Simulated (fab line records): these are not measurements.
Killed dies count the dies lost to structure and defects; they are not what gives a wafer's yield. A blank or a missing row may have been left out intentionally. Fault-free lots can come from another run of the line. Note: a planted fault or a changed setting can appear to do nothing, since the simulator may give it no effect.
Matching of chambers || flow berkeley_cmos170 || UCB170_NWELL_ETCH_13 on rie_diel-02: 4 sister chambers
The step etches Si3N4 in CH3F/Ar/O2, stops on SiO2, target depth 246.4 nm, time 154 s. 4 wafers are shown with their chamber, then 7 later ones without.

== WAFERS PAIRED WITH THEIR CHAMBERS ==
{"wafer": "L864.4", "chamber": 0, "drypump_motor_current_A (A)": 6.4}
{"wafer": "L866.6", "chamber": 2, "drypump_motor_current_A (A)": 6.4}
{"wafer": "L876.1", "chamber": 3, "drypump_motor_current_A (A)": 5.7}
{"wafer": "L876.3", "chamber": 1, "drypump_motor_current_A (A)": 6.7}

== WAFERS WHOSE CHAMBER IS MISSING ==
{"wafer": "L876.4", "drypump_motor_current_A (A)": 6.4}
{"wafer": "L881.1", "drypump_motor_current_A (A)": 6.3}
{"wafer": "L881.3", "drypump_motor_current_A (A)": 6.7}
{"wafer": "L881.5", "drypump_motor_current_A (A)": 6.4}
{"wafer": "L883.2", "drypump_motor_current_A (A)": 6.4}
{"wafer": "L883.4", "drypump_motor_current_A (A)": 6.4}
{"wafer": "L883.6", "drypump_motor_current_A (A)": 6.7}

== EACH ONE'S CHAMBER ==
{"wafer": "L876.4", "from the rows above": "can't be placed: 0 or 2", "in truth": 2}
{"wafer": "L881.1", "from the rows above": "can't be placed: 0 or 2", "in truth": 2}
{"wafer": "L881.3", "from the rows above": 1, "in truth": 1}
{"wafer": "L881.5", "from the rows above": "can't be placed: 0 or 2", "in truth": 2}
{"wafer": "L883.2", "from the rows above": "can't be placed: 0 or 2", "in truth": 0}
{"wafer": "L883.4", "from the rows above": "can't be placed: 0 or 2", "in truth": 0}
{"wafer": "L883.6", "from the rows above": 1, "in truth": 1}
Correct placement for 2 of the 7. Can't be placed from these rows: 5 (the true chamber is among the candidates in 5). Placed wrongly: 0.
How it was worked out, from the rows above alone: a wafer's distance from a chamber is the root of the sum, over the readings, of the square of ((its reading less the chamber's mean) divided by the reading's scatter). If the next closest chamber is less than 2 further off than the closest, the wafer can't be placed; otherwise it belongs to the closest. The mean given for a chamber averages the wafers shown for that chamber. The scatter: root of mean squared gap, hidden wafer to nearest shown wafer, with one shown wafer a chamber.
